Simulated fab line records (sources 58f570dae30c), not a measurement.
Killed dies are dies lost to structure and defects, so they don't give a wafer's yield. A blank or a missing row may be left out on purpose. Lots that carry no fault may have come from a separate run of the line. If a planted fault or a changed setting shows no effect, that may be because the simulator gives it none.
2 desks looking at one fault	flow berkeley_cmos170	each desk holds nothing but its own numbers, with what lay behind them at the end

## FROM THE METROLOGY DESK
Lot by lot, what the gauges showed, no matter which tool ran the lot: averages of those sampled wafers that carry a number. A lot is out of limits, marked OUT, if its mean lies more than 4 standard deviations from the usual mean; the brackets give that distance.
Columns: A = PFIELD_TW at UCB170_PFIELD_TW_MEAS_09, usual 592; B = PVT_TW at UCB170_PVT_TW_MEAS_09, usual 505.3; C = cd_nm at UCB170_PLDD_CD_MEAS_06, usual 1200.2 nm
lot	first seen here	A	B	C
L872	day 4 03:32	597	502.4	1201.1
L873	day 4 14:54	601	502.5	1200.6
L874	day 4 15:06	590	502.6	1201.3
L875	day 5 01:17	596	506.1	1200.8
L876	day 5 11:40	591	504.0	1199.5
L877	day 5 14:11	593	501.6	1201.2
L878	day 5 14:34	596	501.4	1199.6
L880	day 6 08:53	594	502.2	1200.9
L881	day 6 17:01	590	504.6	1201.2
L887	day 7 10:41	590	506.5	1198.6
L888	day 7 14:04	590	508.4	1202.9
L889	day 7 23:50	476 (-26) OUT	506.1	1199.1
L891	day 8 10:43	477 (-26) OUT	505.3	1201.8
L895	day 9 03:10	598	505.0	1202.1
This desk's finding: out of limits on L889, L891; first on L889, day 7 23:50 (PFIELD_TW at UCB170_PFIELD_TW_MEAS_09). Within limits: L872, L873, L874, L875, L876, L877, L878, L880, L881, L887, L888, L895.

## DESK OF THE TOOL OWNER: implanter-01
The tool's own readings at UCB170_PFIELD_IMPLANT_07, given as means over the sampled wafers that have a number, one for each lot that went through this tool. A lot is out of limits, marked OUT, if its mean lies more than 4 standard deviations from the usual mean; the brackets give that distance.
Columns: A = dose_ions_cm2 at UCB170_PFIELD_IMPLANT_07, usual 2.0007e+13; B = faraday_current_uA at UCB170_PFIELD_IMPLANT_07, usual 63.3
lot	first seen here	A	B
L872	day 4 03:17	2.0020e+13	62.6
L874	day 4 14:51	2.0014e+13	63.7
L877	day 5 13:56	2.0009e+13	62.6
L881	day 6 16:46	2.0020e+13	61.8
L888	day 7 13:52	2.0010e+13	63.2
L889	day 7 23:35	1.0171e+13 (-99 or more) OUT	32.0 (-24) OUT
L891	day 8 10:29	1.0162e+13 (-99 or more) OUT	32.5 (-24) OUT
Finding of this desk: L889, L891 out of limits; the first was L889 at day 7 23:35, on dose_ions_cm2 at UCB170_PFIELD_IMPLANT_07. Within limits: L872, L874, L877, L881, L888.

## TAKEN TOGETHER
At day 7 23:35, on L889, L891, the tool owner's desk was in a position to raise an alarm.
At day 7 23:50 the metrology desk could have sounded an alarm, on L889, L891.
On implanter-01, each named lot ran UCB170_PFIELD_IMPLANT_07.

## WHAT HAD BEEN PUT IN BY THE SIMULATOR
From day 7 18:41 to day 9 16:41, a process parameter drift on implanter-01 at UCB170_PFIELD_IMPLANT_07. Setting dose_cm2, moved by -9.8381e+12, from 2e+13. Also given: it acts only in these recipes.
Lots struck among those shown: L889, L891.
Fault start to first reading out of limits, in hours, per desk: tool owner, 5; metrology, 5.
